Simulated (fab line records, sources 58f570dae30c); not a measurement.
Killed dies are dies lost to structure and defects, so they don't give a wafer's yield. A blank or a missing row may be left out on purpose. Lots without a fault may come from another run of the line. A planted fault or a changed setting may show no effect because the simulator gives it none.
Tool commonality check | flow berkeley_cmos170 | 14 lots, 42 wafers sampled

WHY IT WAS OPENED
At UCB170_ACTIVE_OVL_MEAS_14 the reading ACTIVE_OVL is flagged on 2 of 14 lots. Wafers without a fault read -2 nm, standard deviation 6.7.
Rule: a lot is flagged when every wafer of it that has a number lies more than 4 standard deviations from that mean, or none has a number. The other lots count as sound.

lot  | measured    | on         | ACTIVE_OVL (nm), wafer by wafer | flag
L682 | day 4 19:55 | overlay-02 | -11 -4 -12                      |
L680 | day 4 20:08 | overlay-02 | 7 10 10                         |
L681 | day 4 20:23 | overlay-01 | -8 2 -4                         |
L683 | day 5 13:30 | overlay-02 | -8 -4 -7                        |
L684 | day 5 13:41 | overlay-01 | 13 18 12                        |
L685 | day 5 13:47 | overlay-02 | -5 -8 -3                        |
L686 | day 5 23:29 | overlay-02 | -15 -18 -18                     |
L687 | day 6 03:19 | overlay-02 | -7 -6 1                         |
L688 | day 6 03:55 | overlay-02 | 4 -11 -3                        |
L691 | day 7 11:53 | overlay-01 | -218 -223 -217                  | FLAGGED
L696 | day 8 05:51 | overlay-02 | -216 -213 -210                  | FLAGGED
L699 | day 8 14:41 | overlay-02 | 2 -2 0                          |
L702 | day 9 03:43 | overlay-01 | 3 -6 3                          |
L701 | day 9 04:14 | overlay-02 | -12 -5 0                        |
The numbers of the flagged lots are -216 nm on average: -214 nm against the usual, or -32 standard deviations.

WHICH TOOL RAN EACH LOT
The record holds 1 process step before the reading, out of a route of 331 steps. In each cell: the tool, then ch and the chambers that the sampled wafers went through, then the start.
lot  | flag    | UCB170_ACTIVE_EXPOSE_10
L682 |         | krf_scanner-01 ch 0, day 4 19:23
L680 |         | krf_scanner-02 ch 0, day 4 19:37
L681 |         | krf_scanner-01 ch 0, day 4 19:53
L683 |         | krf_scanner-01 ch 0, day 5 12:39
L684 |         | krf_scanner-02 ch 0, day 5 12:56
L685 |         | krf_scanner-01 ch 0, day 5 13:11
L686 |         | krf_scanner-01 ch 0, day 5 22:11
L687 |         | krf_scanner-01 ch 0, day 6 02:49
L688 |         | krf_scanner-01 ch 0, day 6 03:14
L691 | FLAGGED | krf_scanner-02 ch 0, day 7 11:05
L696 | FLAGGED | krf_scanner-02 ch 0, day 8 05:20
L699 |         | krf_scanner-01 ch 0, day 8 14:11
L702 |         | krf_scanner-01 ch 0, day 9 03:04
L701 |         | krf_scanner-01 ch 0, day 9 03:43
What these steps do:
- UCB170_ACTIVE_EXPOSE_10: exposes mask ACTIVE, target cd 1200 nm.
- UCB170_ACTIVE_OVL_MEAS_14

FLAGGED OVER TOTAL, TOOL BY TOOL (the gauges that took the reading come last)
step                      | tool           | lots run | flagged | share of the flagged lots | sound lots run after its first flagged lot
UCB170_ACTIVE_EXPOSE_10   | krf_scanner-01 | 10       | 0       | none                      | -
UCB170_ACTIVE_EXPOSE_10   | krf_scanner-02 | 4        | 2       | all                       | 0
UCB170_ACTIVE_OVL_MEAS_14 | overlay-01     | 4        | 1       | some                      | 1 (L702)
UCB170_ACTIVE_OVL_MEAS_14 | overlay-02     | 10       | 1       | some                      | 2 (L699,L701)

WHAT THE TABLE ALLOWS
1 row of the table ran every flagged lot: krf_scanner-02 at UCB170_ACTIVE_EXPOSE_10.
- krf_scanner-02 at UCB170_ACTIVE_EXPOSE_10: 2 of its 4 lots flagged. Its last sound lot is L684 (day 5 12:56), its first flagged lot L691 (day 7 11:05): a fault that began between those two fits.
One tool is left: krf_scanner-02 at UCB170_ACTIVE_EXPOSE_10.

WHAT THE SIMULATOR HAD PUT IN
Scanner matching overlay: krf_scanner-02, from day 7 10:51 on, at UCB170_ACTIVE_EXPOSE_10. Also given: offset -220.
Lots struck among those shown: L691, L696. The rule above found the same.
